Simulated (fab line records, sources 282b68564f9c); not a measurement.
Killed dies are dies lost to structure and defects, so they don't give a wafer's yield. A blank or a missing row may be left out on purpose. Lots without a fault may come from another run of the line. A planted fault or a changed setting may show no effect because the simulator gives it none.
A struck lot beside a sound one | flow rit_cmos | 15 steps out of a route of 202
Sound: wafers L589.3, L589.5, L589.6. Struck: wafers L602.1, L602.2, L602.5. The cause comes at the end.
At each step with rows: each side's tool, then ch and its chambers, then its first start. Under that, the readings that differ: sound wafers | struck wafers | difference of the means | sigmas: that difference in standard deviations of wafers without a fault.
alike: readings whose means differ by less than 2 such deviations, and words and numbers that are the same on both sides. not compared: withheld readings, readings that some wafer has no value for, bounds like >300 that may hide the same value, and numbers for which the record gives no deviation and whose values overlap.
The two part at a step that has a row with sigmas, a row that says differs or no value, or rows on one side only. Numbers that don't overlap but have no deviation are shown without sigmas and don't part them. A reading that every wafer of one side lacks parts them only if that side has two wafers or more.

RIT_PWELL_TW_MEAS_10:
  sound on film_metro-03, day 2 03:58; struck on film_metro-03, day 4 20:45
  alike: PWELL_TW
then, 1 step without rows for these wafers: RIT_WELLDRIVE_ANNEAL_00 (time 14700 s).
RIT_WELLDRIVE_RS_MEAS_01: measures by four-point-probe.
  sound on film_metro-03, day 2 09:15; struck on film_metro-04, day 5 01:54
  alike: NWELL_RS
RIT_WELLDRIVE_RS_MEAS_02: measures by four-point-probe.
  sound on film_metro-03, day 2 09:22; struck on film_metro-04, day 5 02:01
  alike: PWELL_RS
then, 6 steps without rows for these wafers: RIT_NRETRO_HMDS_00 (prime time 60 s); RIT_NRETRO_COAT_01 (resist thk 1300 nm); RIT_NRETRO_SOFTBAKE_02 (time 60 s); RIT_NRETRO_EXPOSE_03 (exposes mask M4, target cd 43900 nm); RIT_NRETRO_PEB_04; RIT_NRETRO_DEVELOP_05 (develop time 68 s).
RIT_NRETRO_OVL_MEAS_06:
  sound on overlay-01, day 2 10:28; struck on overlay-02, day 5 03:08
  alike: NRETRO_OVL
then, 1 step without rows for these wafers: RIT_NRETRO_HARDBAKE_07 (time 120 s).
RIT_NRETRO_IMPLANT_08:
  sound on implanter-03 ch 0, day 2 10:47; struck on implanter-04 ch 0, day 5 03:26
  reading                   | sound                | struck               | difference | sigmas
  beam_energy_keV           | 69.976 69.992 70.014 | 71.487 71.485 71.508 | +1.499     | +71
  model.implant.drp_nm (nm) | 33.94 33.94 33.94    | 34.55 34.55 34.55    | +0.61      |
RIT_NRETRO_STRIP_09: strips in O2, time 180 s.
  sound on plasma_asher-03 ch 0,1, day 2 10:57; struck on plasma_asher-01 ch 0,1, day 5 03:35
  reading             | sound       | struck      | difference | sigmas
  rf_refl_power_W (W) | 8.2 8.1 8.3 | 4.5 6.7 4.5 | -3.0       | -2
  alike: drypump_motor_current_A
  not compared: rf_hours_counter_h
RIT_M1_PROBE_99:
  the record has rows for the sound wafers here (prober-02, day 3 15:46) and none for the struck ones

WHERE THEY PART
First at RIT_NRETRO_IMPLANT_08; last, within this record, at RIT_M1_PROBE_99.

WHY: what the simulator had put in
Process parameter drift: implanter-04, from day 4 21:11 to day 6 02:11, at RIT_NRETRO_IMPLANT_08. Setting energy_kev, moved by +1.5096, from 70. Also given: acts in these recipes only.
